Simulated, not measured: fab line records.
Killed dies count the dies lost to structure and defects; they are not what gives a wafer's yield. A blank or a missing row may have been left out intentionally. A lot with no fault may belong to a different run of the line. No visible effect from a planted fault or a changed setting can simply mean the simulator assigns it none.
Problem report, 8D (eight disciplines) form, completed by code / flow rit cmos / the parts of the form that need people (team, actions taken, sign-off) are left out

1. PROBLEM STATEMENT
Wafers without a fault read 89.05 s, standard deviation 0.19; run length s at RIT_M1_SOFTBAKE_05 reads a mean of 72.01 s on 6 wafers belonging to 2 lots. That is -90 standard deviations from the usual mean.
The step: time 60 s.
First observed at day 6 04:34: wafer L627.2, on litho track-02. At this step, 18 wafers from 6 lots have a number in the record. By rule, "out" or "out of limits" means more than 4 standard deviations away from the usual mean. The rest of the wafers with a number are treated as sound.

2. WHAT THIS IS AND IS NOT
question=which readings at this step | is=run length s, heater power total W | is not=chill plate temp C, exhaust pa
question=which lots | is=L627, L630 | is not=L614, L616, L635, L636
question=which wafers of those lots | is=all that have a number | is not=-
question=read on which tools | is=litho track-02 | is not=litho track-01, litho track-04
question=when | is=from day 6 04:34 | is not=up to then (6 sound wafers); but 6 sound wafers of L635, L636 came after

3. THE SUSPECTS, EACH WITH WHAT RULES IT OUT
Counting: any tool at a process step up to the reading is kept as a suspect provided that every lot that is out went through it and no sound lot did after the first of them.
- plasma asher-04 at RIT_CONTACT_STRIP_12 (strips in O2, time 180 s): ruled out as a lasting fault. The sound lots L635 went through it after L627, its earliest lot that is out (day 6 03:07).
- litho track-02 at RIT_M1_SOFTBAKE_05 (time 60 s): kept. It ran every lot that is out, first L627 (day 6 04:34), and no sound lot after that; its last sound lot up to then is L616 (day 4 00:47). Its own heater power total W, run length s readings are out on those wafers.
The count leaves litho track-02 at RIT_M1_SOFTBAKE_05.

4. THE CAUSE (what the simulator had put in)
Process parameters drifting: litho track-02 at RIT_M1_SOFTBAKE_05, beginning at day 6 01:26. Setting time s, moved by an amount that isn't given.
This tool alone remained once counting was done.

5. THE CHAIN OF EFFECTS, in route order
Each row: a reading where the mean over the struck wafers with a number is more than 3 standard deviations away from the usual. Only readings for which the record gives a usual standard deviation are gone through. hours: the time from each lot's start at the first step in this table that gives one to its start at this step, as a median over the lots. sigmas: the change in usual standard deviations.
hours=0; step=RIT_M1_SOFTBAKE_05; reading=heater power total W; usual=34.56 W; on struck wafers=38.07; change=+3.51; sigmas=+72
hours=0; step=RIT_M1_SOFTBAKE_05; reading=run length s; usual=89.05 s; on struck wafers=72.01; change=-17.04; sigmas=-90
It contains these process steps:
- RIT_M1_SOFTBAKE_05: time 60 s.
Readings that are blank on the struck wafers while sound wafers have them: plate temp C at RIT_M1_SOFTBAKE_05.
At these later measuring or inspecting steps, every struck wafer for which the step has a row has a number for every such reading, and none has moved that far: RIT_M1_CD_MEAS_09.

6. HOW IT WOULD HAVE BEEN CAUGHT EARLIER
In this record the first reading out of limits was taken at day 6 04:34, 3 hours after the fault began at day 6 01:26.
